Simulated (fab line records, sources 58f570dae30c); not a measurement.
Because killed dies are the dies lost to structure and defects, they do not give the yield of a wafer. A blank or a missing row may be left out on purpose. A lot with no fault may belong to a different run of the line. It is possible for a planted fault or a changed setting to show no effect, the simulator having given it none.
2 desks looking at one fault ; flow berkeleyCmos170 ; only its own numbers are on each desk; what lay behind them is given at the end

## THE METROLOGY DESK
What the gauges read, lot by lot, whatever tool the lot ran on: means of the sampled wafers that have a number. Any lot whose mean is over 4 standard deviations away from the usual mean is out of limits and marked OUT; that distance is given in the brackets.
Columns: A = WELLDRIVE_OXIDE_THK at UCB170_WELLDRIVE_THK_MEAS_02, usual 200 nm; B = PSD_RS at UCB170_SDANNEAL_RS_MEAS_02, usual 75.6 ohm/sq; C = NSD_RS at UCB170_SDANNEAL_RS_MEAS_03, usual 37.29 ohm/sq; D = PLDD_RS at UCB170_SDANNEAL_RS_MEAS_04, usual 1032 ohm/sq; E = V2_POLISHED_THK at UCB170_V2_THK_MEAS_04, usual 1000.3 nm
lot;first seen here;A;B;C;D;E
L205;day 4 01:30;203;75.5;37.26;1030;1001.1
L208;day 4 13:11;202;75.7;37.31;1034;1001.3
L207;day 4 13:13;204;75.9;37.42;1037;1000.5
L210;day 5 05:59;200;75.4;37.18;1032;1001.1
L209;day 5 05:59;198;75.5;37.35;1033;999.2
L212;day 6 03:49;197;75.5;37.36;1036;999.6
L215;day 6 12:05;195;76.2;37.39;1033;1000.3
L216;day 6 18:26;199;75.8;37.38;1035;1001.7
L218;day 6 18:28;198;74.9;37.30;1030;999.8
L219;day 7 09:10;201;56.7 (-59) OUT;31.35 (-59) OUT;967 (-21) OUT;1001.0
L223;day 7 09:10;200;75.7;37.39;1028;1001.3
L222;day 7 09:13;199;56.8 (-59) OUT;31.48 (-58) OUT;963 (-22) OUT;999.6
L220;day 7 15:32;200;75.0;37.23;1034;999.5
L227;day 8 15:02;194;75.4;37.19;1031;998.5
This desk's result: L219, L222 out of limits, first on L222 (PSD_RS at UCB170_SDANNEAL_RS_MEAS_02), day 11 06:50. In limits: L205, L208, L207, L210, L209, L212, L215, L216, L218, L223, L220, L227.

## DESK OF THE TOOL OWNER: rtpAnneal-01
The tool's own readings at UCB170_SDANNEAL_RTA_01 (time 5 s): means of the sampled wafers that have a number, for each lot that ran on this tool. Any lot whose mean is over 4 standard deviations away from the usual mean is out of limits and marked OUT; that distance is given in the brackets.
Columns: A = chamberO2Ppm at UCB170_SDANNEAL_RTA_01, usual 2.001; B = lampPowerPct at UCB170_SDANNEAL_RTA_01, usual 32.17 %; C = wafer_temp_C_max at UCB170_SDANNEAL_RTA_01, usual 1054.0
lot;first seen here;A;B;C
L207;day 8 12:26;2.004;32.23;1055.5
L210;day 9 00:37;1.994;32.26;1055.3
L212;day 9 23:56;2.017;32.22;1054.6
L216;day 10 13:30;2.017;32.23;1053.3
L215;day 10 14:50;2.021;32.23;1054.6
L222;day 11 06:46;1.996;32.23;1054.1
L219;day 11 07:04;2.012;32.22;1054.7
Finding of this desk: none of the 7 lots has anything out of limits.

## TAKEN TOGETHER
An alarm was possible from the metrology desk at day 11 06:50, on L219, L222.
The tool owner's desk saw nothing out of limits.
On record at the tool owner's desk: L219, L222, within its limits.
On rtpAnneal-01, each named lot ran UCB170_SDANNEAL_RTA_01.

## WHAT THE SIMULATOR HAD INSERTED
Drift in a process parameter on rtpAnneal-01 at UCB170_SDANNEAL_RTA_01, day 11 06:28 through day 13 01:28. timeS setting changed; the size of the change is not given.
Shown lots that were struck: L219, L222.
Hours from the fault's start to each desk's first reading out of limits: the metrology desk, 0.
